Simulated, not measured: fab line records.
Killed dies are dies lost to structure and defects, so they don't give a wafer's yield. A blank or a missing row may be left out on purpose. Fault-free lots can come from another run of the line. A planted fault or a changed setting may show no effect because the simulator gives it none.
fab line records + flow rit-cmos
[record]
- lots = 14
- wafers = 42
- last-day = 7
route steps=202 shown FOX2@23
lots untouched by any fault: they come from a run of this same line in which no faults occurred
start-h: start of the lot's first displayed wafer, in hours after the record's first day + wait-h: hours since the lot's step before + " same as the row above + L1.1+2: a row that stands for several wafers + - no value, or no start given + * or withheld: withheld + < > ~ a bound
route shown NAME@n: names a module that has steps shown in the file, with the first one's number in the route + usual: mean and standard deviation over wafers with no fault + same: alike in all rows + chamber/n: place in a boat + sites: the reading at each site + _std_site: how widely they spread, as a standard deviation + _edge_site: the outer-site mean with the inner-site mean subtracted + radius-mm: for every site, how far away it sits from the centre of the wafer + mask NAME#n: copy n + behind: tool/chamber where the wafer was last shaped + hold: what put the lot on hold/how long, in hours/how the hold closed + device: the transistor (n, p or np) that didn't switch + end of line: the route-end tests of the same wafers + where a step has no rows: the recipe by itself + killed: dies lost to structure and defects at the first sort, not the wafer's yield + map: per-die view of a wafer (x killed, . not killed, _ where there is no die)
set.NAME: setting as actually run; set.NAME@STEP: the setting as run at that earlier step + model.NAME: the simulator's own value behind a step, which no gauge read
a sample of lots followed through the steps of the route, with each step as a table and each wafer as a row
services: a tool's chamber out of use, with start hour (start-h, from the record's first day; less than 0 if before it), hours out, and reason
[[steps]]
[step RIT_FOX2_OXIDATION_00]
[recipe]
- temp-c = 1100
- ambient = H2O
- target-thk-a = 3507
- p-h2o-torr = 720
- ox-time-s = 1130
[usual]
- ox-temp-c = 1100.0/0.42
- spike-tc-source-C = 1124/4.1
| lot.wafer | tool       | chamber | start-h | wait-h | ox-temp-c | spike-tc-source-C |
|-----------|------------|---------|---------|--------|-----------|-------------------|
| L325.1    | furnace-01 | 0       | 22.90   | 0.0    | 1100.6    | 1122              |
| L325.3    | "          | 0       | "       | "      | 1100.3    | 1120              |
| L325.5    | "          | 0       | "       | "      | 1099.7    | 1120              |
| L326.2    | furnace-03 | 0       | 29.79   | 1.2    | 1100.1    | 1123              |
| L326.3    | "          | 0       | "       | "      | 1099.2    | 1124              |
| L326.6    | "          | 0       | "       | "      | 1100.0    | 1125              |
| L327.4    | furnace-03 | 0       | 34.17   | 0.0    | 1100.1    | 1126              |
| L327.5    | "          | 0       | "       | "      | 1099.0    | 1124              |
| L327.6    | "          | 0       | "       | "      | 1100.2    | 1125              |
| L328.2    | furnace-03 | 0       | 38.04   | 0.0    | 1099.9    | 1125              |
| L328.5    | "          | 0       | "       | "      | 1100.6    | 1125              |
| L328.6    | "          | 0       | "       | "      | 1100.0    | 1127              |
| L329.2    | furnace-04 | 0       | 45.64   | 2.0    | 1100.2    | 1132              |
| L329.4    | "          | 0       | "       | "      | 1099.8    | 1130              |
| L329.6    | "          | 0       | "       | "      | 1099.6    | 1132              |
| L330.3    | furnace-03 | 0       | 49.15   | 0.0    | 1100.2    | 1125              |
| L330.4    | "          | 0       | "       | "      | 1100.0    | 1125              |
| L330.6    | "          | 0       | "       | "      | 1099.9    | 1126              |
| L331.1    | furnace-03 | 0       | 53.97   | 0.0    | 1100.4    | 1125              |
| L331.2    | "          | 0       | "       | "      | 1099.8    | 1124              |
| L331.3    | "          | 0       | "       | "      | 1100.0    | 1126              |
| L332.1    | furnace-01 | 0       | 63.21   | 2.0    | 1100.0    | 1121              |
| L332.2    | "          | 0       | "       | "      | 1101.0    | 1119              |
| L332.6    | "          | 0       | "       | "      | 1100.2    | 1121              |
| L333.2    | furnace-01 | 0       | 65.85   | 0.4    | 1100.7    | 1120              |
| L333.3    | "          | 0       | "       | "      | 1100.1    | 1121              |
| L333.5    | "          | 0       | "       | "      | 1101.0    | 1120              |
| L334.2    | furnace-01 | 0       | 70.84   | 1.6    | 1100.1    | 1120              |
| L334.4    | "          | 0       | "       | "      | 1100.5    | 1121              |
| L334.5    | "          | 0       | "       | "      | 1100.2    | 1120              |
| L335.3    | furnace-04 | 0       | 74.40   | 0.7    | 1100.0    | 1133              |
| L335.4    | "          | 0       | "       | "      | 1099.9    | 1130              |
| L335.5    | "          | 0       | "       | "      | 1099.4    | 1131              |
| L336.1    | furnace-01 | 0       | 79.63   | 0.5    | 1100.1    | 1120              |
| L336.2    | "          | 0       | "       | "      | 1101.4    | 1121              |
| L336.4    | "          | 0       | "       | "      | 1099.9    | 1121              |
| L342.2    | furnace-03 | 0       | 112.71  | 3.5    | 1100.2    | 1125              |
| L342.4    | "          | 0       | "       | "      | 1100.5    | 1124              |
| L342.6    | "          | 0       | "       | "      | 1100.2    | 1124              |
| L343.2    | furnace-03 | 0       | 116.41  | 0.9    | 1100.0    | 1125              |
| L343.4    | "          | 0       | "       | "      | 1099.9    | 1123              |
| L343.5    | "          | 0       | "       | "      | 1099.4    | 1127              |
[step RIT_FOX2_THK_MEAS_01]
[recipe]
- reads = SiO2_of_FOX2_OXIDATION_00
[usual]
- FOX2_OXIDE_THK = 351/5
| lot.wafer | tool          | chamber | start-h | wait-h | FOX2_OXIDE_THK[nm] |
|-----------|---------------|---------|---------|--------|--------------------|
| L325.1    | film-metro-02 | -       | 24.22   | 0.0    | 353                |
| L325.3    | "             | -       | "       | "      | 347                |
| L325.5    | "             | -       | "       | "      | 344                |
| L326.2    | film-metro-02 | -       | 31.11   | 0.0    | 346                |
| L326.3    | "             | -       | "       | "      | 355                |
| L326.6    | "             | -       | "       | "      | 353                |
| L327.4    | film-metro-02 | -       | 35.52   | 0.0    | 352                |
| L327.5    | "             | -       | "       | "      | 353                |
| L327.6    | "             | -       | "       | "      | 359                |
| L328.2    | film-metro-01 | -       | 39.37   | 0.0    | 356                |
| L328.5    | "             | -       | "       | "      | 356                |
| L328.6    | "             | -       | "       | "      | 355                |
| L329.2    | film-metro-04 | -       | 46.97   | 0.0    | 344                |
| L329.4    | "             | -       | "       | "      | 351                |
| L329.6    | "             | -       | "       | "      | 341                |
| L330.3    | film-metro-04 | -       | 50.49   | 0.0    | 352                |
| L330.4    | "             | -       | "       | "      | 356                |
| L330.6    | "             | -       | "       | "      | 352                |
| L331.1    | film-metro-01 | -       | 55.28   | 0.0    | 352                |
| L331.2    | "             | -       | "       | "      | 358                |
| L331.3    | "             | -       | "       | "      | 348                |
| L332.1    | film-metro-01 | -       | 64.52   | 0.0    | 352                |
| L332.2    | "             | -       | "       | "      | 352                |
| L332.6    | "             | -       | "       | "      | 352                |
| L333.2    | film-metro-01 | -       | 67.17   | 0.0    | 360                |
| L333.3    | "             | -       | "       | "      | 358                |
| L333.5    | "             | -       | "       | "      | 359                |
| L334.2    | film-metro-04 | -       | 72.17   | 0.0    | 449                |
| L334.4    | "             | -       | "       | "      | 449                |
| L334.5    | "             | -       | "       | "      | 456                |
| L335.3    | film-metro-04 | -       | 75.73   | 0.0    | 355                |
| L335.4    | "             | -       | "       | "      | 347                |
| L335.5    | "             | -       | "       | "      | 356                |
| L336.1    | film-metro-01 | -       | 80.94   | 0.0    | 451                |
| L336.2    | "             | -       | "       | "      | 441                |
| L336.4    | "             | -       | "       | "      | 445                |
| L342.2    | film-metro-04 | -       | 114.03  | 0.0    | 355                |
| L342.4    | "             | -       | "       | "      | 355                |
| L342.6    | "             | -       | "       | "      | 361                |
| L343.2    | film-metro-01 | -       | 117.74  | 0.0    | 355                |
| L343.4    | "             | -       | "       | "      | 353                |
| L343.5    | "             | -       | "       | "      | 356                |
[step RIT_FOX2_THK_MEAS_90]
[recipe]
- reads = SiO2_of_FOX2_OXIDATION_00
[usual]
- FIELD_OXIDE_LEFT_1_THK = 324/5
| lot.wafer | tool          | chamber | start-h | wait-h | FIELD_OXIDE_LEFT_1_THK[nm] |
|-----------|---------------|---------|---------|--------|----------------------------|
| L325.1    | film-metro-01 | -       | 25.10   | 0.0    | 326                        |
| L325.3    | "             | -       | "       | "      | 320                        |
| L325.5    | "             | -       | "       | "      | 318                        |
| L326.2    | film-metro-04 | -       | 31.99   | 0.0    | 319                        |
| L326.3    | "             | -       | "       | "      | 328                        |
| L326.6    | "             | -       | "       | "      | 325                        |
| L327.4    | film-metro-02 | -       | 36.40   | 0.0    | 324                        |
| L327.5    | "             | -       | "       | "      | 325                        |
| L327.6    | "             | -       | "       | "      | 331                        |
| L328.2    | film-metro-01 | -       | 40.24   | 0.0    | 329                        |
| L328.5    | "             | -       | "       | "      | 329                        |
| L328.6    | "             | -       | "       | "      | 328                        |
| L329.2    | film-metro-04 | -       | 47.84   | 0.0    | 317                        |
| L329.4    | "             | -       | "       | "      | 323                        |
| L329.6    | "             | -       | "       | "      | 314                        |
| L330.3    | film-metro-02 | -       | 51.37   | 0.0    | 324                        |
| L330.4    | "             | -       | "       | "      | 329                        |
| L330.6    | "             | -       | "       | "      | 325                        |
| L331.1    | film-metro-04 | -       | 56.23   | 0.0    | 324                        |
| L331.2    | "             | -       | "       | "      | 331                        |
| L331.3    | "             | -       | "       | "      | 320                        |
| L332.1    | film-metro-02 | -       | 65.40   | 0.0    | 324                        |
| L332.2    | "             | -       | "       | "      | 325                        |
| L332.6    | "             | -       | "       | "      | 325                        |
| L333.2    | film-metro-01 | -       | 68.05   | 0.0    | 333                        |
| L333.3    | "             | -       | "       | "      | 331                        |
| L333.5    | "             | -       | "       | "      | 332                        |
| L334.2    | film-metro-01 | -       | 73.05   | 0.0    | 422                        |
| L334.4    | "             | -       | "       | "      | 422                        |
| L334.5    | "             | -       | "       | "      | 428                        |
| L335.3    | film-metro-01 | -       | 76.61   | 0.0    | 328                        |
| L335.4    | "             | -       | "       | "      | 320                        |
| L335.5    | "             | -       | "       | "      | 329                        |
| L336.1    | film-metro-02 | -       | 81.82   | 0.0    | 424                        |
| L336.2    | "             | -       | "       | "      | 414                        |
| L336.4    | "             | -       | "       | "      | 418                        |
| L342.2    | film-metro-04 | -       | 114.92  | 0.0    | 328                        |
| L342.4    | "             | -       | "       | "      | 328                        |
| L342.6    | "             | -       | "       | "      | 333                        |
| L343.2    | film-metro-02 | -       | 118.61  | 0.0    | 328                        |
| L343.4    | "             | -       | "       | "      | 326                        |
| L343.5    | "             | -       | "       | "      | 329                        |
[step RIT_FOX2_THK_MEAS_91]
[recipe]
- reads = SiO2_of_FOX2_OXIDATION_00
[usual]
- FIELD_OXIDE_LEFT_2_THK = 256/4.9
| lot.wafer | tool          | chamber | start-h | wait-h | FIELD_OXIDE_LEFT_2_THK[nm] |
|-----------|---------------|---------|---------|--------|----------------------------|
| L325.1    | film-metro-04 | -       | 37.21   | 0.0    | 258                        |
| L325.3    | "             | -       | "       | "      | 252                        |
| L325.5    | "             | -       | "       | "      | 249                        |
| L326.2    | film-metro-01 | -       | 44.65   | 0.0    | 251                        |
| L326.3    | "             | -       | "       | "      | 260                        |
| L326.6    | "             | -       | "       | "      | 258                        |
| L327.4    | film-metro-02 | -       | 49.67   | 0.0    | 256                        |
| L327.5    | "             | -       | "       | "      | 257                        |
| L327.6    | "             | -       | "       | "      | 262                        |
| L328.2    | film-metro-04 | -       | 55.20   | 0.0    | 262                        |
| L328.5    | "             | -       | "       | "      | 262                        |
| L328.6    | "             | -       | "       | "      | 261                        |
| L329.2    | film-metro-04 | -       | 60.23   | 0.0    | 250                        |
| L329.4    | "             | -       | "       | "      | 256                        |
| L329.6    | "             | -       | "       | "      | 247                        |
| L330.3    | film-metro-02 | -       | 64.27   | 0.0    | 255                        |
| L330.4    | "             | -       | "       | "      | 260                        |
| L330.6    | "             | -       | "       | "      | 257                        |
| L331.1    | film-metro-04 | -       | 69.45   | 0.0    | 257                        |
| L331.2    | "             | -       | "       | "      | 263                        |
| L331.3    | "             | -       | "       | "      | 252                        |
| L332.1    | film-metro-01 | -       | 78.43   | 0.0    | 256                        |
| L332.2    | "             | -       | "       | "      | 256                        |
| L332.6    | "             | -       | "       | "      | 257                        |
| L333.2    | film-metro-02 | -       | 82.61   | 0.0    | 265                        |
| L333.3    | "             | -       | "       | "      | 263                        |
| L333.5    | "             | -       | "       | "      | 265                        |
| L334.2    | film-metro-02 | -       | 86.01   | 0.0    | 354                        |
| L334.4    | "             | -       | "       | "      | 354                        |
| L334.5    | "             | -       | "       | "      | 360                        |
| L335.3    | film-metro-01 | -       | 90.79   | 0.0    | 258                        |
| L335.4    | "             | -       | "       | "      | 250                        |
| L335.5    | "             | -       | "       | "      | 259                        |
| L336.1    | film-metro-01 | -       | 96.64   | 0.0    | 355                        |
| L336.2    | "             | -       | "       | "      | 345                        |
| L336.4    | "             | -       | "       | "      | 350                        |
| L342.2    | film-metro-04 | -       | 127.78  | 0.0    | 260                        |
| L342.4    | "             | -       | "       | "      | 260                        |
| L342.6    | "             | -       | "       | "      | 265                        |
| L343.2    | film-metro-01 | -       | 134.95  | 0.0    | 260                        |
| L343.4    | "             | -       | "       | "      | 257                        |
| L343.5    | "             | -       | "       | "      | 260                        |
[[services]]
| tool       | chamber | start-h | hours | kind |
|------------|---------|---------|-------|------|
| furnace-03 | -       | 43.47   | 3.1   | pm   |
| furnace-04 | -       | 108.93  | 75.3  | pm   |
[[key]]
[first-sign]
- step = RIT_FOX2_THK_MEAS_01
- reading = FOX2_OXIDE_THK
- direction = up
- sigmas = 19
- usual = 351
- struck = 448
[effect]
- step = RIT_FOX2_THK_MEAS_90
- reading = FIELD_OXIDE_LEFT_1_THK
- direction = up
- sigmas = 19
- usual = 324
- struck = 421
[effect]
- step = RIT_FOX2_THK_MEAS_91
- reading = FIELD_OXIDE_LEFT_2_THK
- direction = up
- sigmas = 20
- usual = 256
- struck = 353
met-at RIT_FOX2_OXIDATION_00
struck-lots L334,L336
tester-left-out L334,L336
onset-between 65.85 70.84
[fault]
- kind = process-parameter-drift
- tool = furnace-01
- chamber = -
- onset-h = 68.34
- steps = RIT_FOX2_OXIDATION_00
- channel = ox-time-s
- offset = *
- shape = step
- end-h = 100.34
- acts-in = *
- stated = *
// tester-left-out: of these lots the tester's yield and bins aren't shown, on N5 and GAA mostly nor the transistor test; their killed dies are dies lost to structure and defects alone, not to doping, threshold or leakage, so they don't give the yield
